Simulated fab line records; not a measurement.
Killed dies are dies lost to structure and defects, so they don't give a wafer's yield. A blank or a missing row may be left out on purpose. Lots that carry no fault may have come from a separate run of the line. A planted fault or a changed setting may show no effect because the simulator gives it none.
The same fault as seen by 2 desks	flow berkeleyCmos170	each desk has only its own numbers; what lay behind them comes last

THE TOOL OWNER'S DESK: lithoTrack-01
The tool's own readings at UCB170_GATE_DEVELOP_11 (develop time 45 s): means of the sampled wafers that have a number, for each lot that ran on this tool. A lot is out of limits, marked OUT, if its mean lies more than 4 standard deviations from the usual mean; the brackets give that distance.
Columns: A = developerTempC at UCB170_GATE_DEVELOP_11, usual 21.01 C
lot	first seen here	A
L819	day 7 21:00	20.93
L821	day 8 04:00	20.92
L825	day 9 09:00	18.99 (-18) OUT
L828	day 9 14:00	18.85 (-20) OUT
This desk's finding: out of limits on L825, L828; first on L825, day 9 09:00 (developerTempC at UCB170_GATE_DEVELOP_11). L819, L821: within limits.

THE METROLOGY DESK
Lot by lot, what the gauges showed, no matter which tool ran the lot: averages of those sampled wafers that carry a number. A lot is out of limits, marked OUT, if its mean lies more than 4 standard deviations from the usual mean; the brackets give that distance.
Columns: A = M2_AL_RS at UCB170_M2_RS_MEAS_02, usual 0.0322 ohm/sq
lot	first seen here	A
L816	day 8 20:17	0.0321
L815	day 8 22:25	0.0318
L819	day 9 05:43	0.0319
L818	day 9 07:08	0.0324
L817	day 9 12:46	0.0319
L821	day 9 13:21	0.0325
L824	day 10 08:37	0.0323
L825	day 10 14:49	0.0325
L828	day 11 03:51	0.0317
L831	day 12 00:10	0.0324
L834	day 12 15:01	0.0328
L832	day 12 19:56	0.0320
L837	day 13 03:59	0.0320
L836	day 13 04:04	0.0324
This desk found nothing out of limits on any of the 14 lots.

PUT TOGETHER
On L825, L828, at day 9 09:00, an alarm was possible from the tool owner's desk.
At the metrology desk, nothing out of limits was observed.
The metrology desk has L825, L828 on record, within its limits.
The lots listed all ran UCB170_GATE_DEVELOP_11 on lithoTrack-01.

WHAT THE SIMULATOR HAD INSERTED
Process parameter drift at UCB170_GATE_DEVELOP_11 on lithoTrack-01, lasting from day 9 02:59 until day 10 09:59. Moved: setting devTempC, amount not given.
Struck lots among those shown: L825, L828.
How many hours passed from the start of the fault until each desk's first out-of-limits reading: the tool owner's desk, 6.
